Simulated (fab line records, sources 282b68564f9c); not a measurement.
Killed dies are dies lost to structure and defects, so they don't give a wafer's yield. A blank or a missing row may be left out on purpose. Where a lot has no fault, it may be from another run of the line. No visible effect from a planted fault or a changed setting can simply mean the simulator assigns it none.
Problem report in the 8D (eight disciplines) form, filled by code || flow rit_cmos || the parts of the form that need people (team, actions taken, sign-off) are left out

1. WHAT WENT WRONG
Across 6 wafers from 2 lots, NLDD_TW at RIT_NLDD_TW_MEAS_10 averages 2766, while fault-free wafers read 2484 with a standard deviation of 11. Measured from the usual mean, that is +26 standard deviations.
First seen on wafer L533.1, day 5 08:28, on film_metro-02. The record holds 42 wafers of 14 lots with a number at this step. By rule, "out" or "out of limits" means more than 4 standard deviations away from the usual mean. The rest of the wafers with a number are treated as sound.

2. WHAT THIS IS AND IS NOT
{"question": "which readings at this step", "is": "NLDD_TW", "is not": "-"}
{"question": "which lots", "is": "L533, L534", "is not": "L522, L524, L526, L535, L536, L537, L538, L539, L540, L542, L543, L545"}
{"question": "which wafers of those lots", "is": "all that have a number", "is not": "-"}
{"question": "read on which gauges", "is": "film_metro-02, film_metro-04", "is not": "film_metro-03"}
{"question": "when", "is": "from day 5 08:28", "is not": "up to then (9 sound wafers); but 27 sound wafers of L535, L536, L537, L538, L539, L540, L542, L543, L545 came after"}

3. SUSPECTS, AND WHAT RULES EACH OUT
Counting: any tool at a process step up to the reading is kept as a suspect provided that every lot that is out went through it and no sound lot did after the first of them.
- the gauge at RIT_NLDD_TW_MEAS_10 is ruled out. The wafers that are out were read on 2 gauges (film_metro-02, film_metro-04).
- plasma_asher-04 at RIT_GATE_STRIP_20 (strips in O2, time 180 s): ruled out as a lasting fault. Sound lots L537, L540 ran on it after its first lot that is out, L533 (day 5 02:53).
- implanter-03 at RIT_NLDD_IMPLANT_08: kept. It ran every lot that is out, first L533 (day 5 08:09), and no sound lot after that; its last sound lot up to then is L526 (day 3 16:31). Out on those wafers are its own readings of dose_ions_cm2, faraday_current_uA.
The count leaves implanter-03 at RIT_NLDD_IMPLANT_08.

4. THE CAUSE (what the simulator had put in)
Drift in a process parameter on implanter-03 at RIT_NLDD_IMPLANT_08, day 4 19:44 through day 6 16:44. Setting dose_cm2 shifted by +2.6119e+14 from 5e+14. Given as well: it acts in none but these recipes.
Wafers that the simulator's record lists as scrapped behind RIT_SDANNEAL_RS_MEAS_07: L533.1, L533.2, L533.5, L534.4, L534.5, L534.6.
The count eliminated every tool but this one.

5. THE EFFECT CHAIN, in route order
Each row: a reading where the mean over the struck wafers with a number is more than 3 standard deviations away from the usual. Scope: only readings with a usual standard deviation given in the record; hours: median across lots of the time from each lot's start at the first step in this table that gives one to its start at this step; sigmas: change in usual standard deviations.
{"hours": 0, "step": "RIT_NLDD_IMPLANT_08", "reading": "dose_ions_cm2", "usual": 5e+14, "on struck wafers": 8e+14, "change": "+3e+14", "sigmas": "+99 or more"}
{"hours": 0, "step": "RIT_NLDD_IMPLANT_08", "reading": "faraday_current_uA", "usual": 1571, "on struck wafers": 2333, "change": "+762", "sigmas": "+25"}
{"hours": 0, "step": "RIT_NLDD_TW_MEAS_10", "reading": "NLDD_TW", "usual": 2484, "on struck wafers": 2766, "change": "+282", "sigmas": "+26"}
{"hours": 11, "step": "RIT_SDANNEAL_RS_MEAS_07", "reading": "NLDD_RS", "usual": "151.7 ohm/sq", "on struck wafers": 108.0, "change": -43.7, "sigmas": -87}
Here are the process steps it includes:
- RIT_NLDD_IMPLANT_08

6. HOW IT WOULD HAVE BEEN CAUGHT EARLIER
The first out-of-limits reading at a measuring or inspecting step in this record came at day 5 08:28, 13 hours after the fault's start at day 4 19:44.
At RIT_NLDD_IMPLANT_08, the tool's own readings (dose_ions_cm2, faraday_current_uA) were out on each struck wafer the step has a row for, so an alarm limit on them would have fired on the first such wafer.
Of the lots that are out (2), L534 began RIT_NLDD_IMPLANT_08 on implanter-03 after day 5 08:28. Had the tool been put on hold then, it would have been spared.
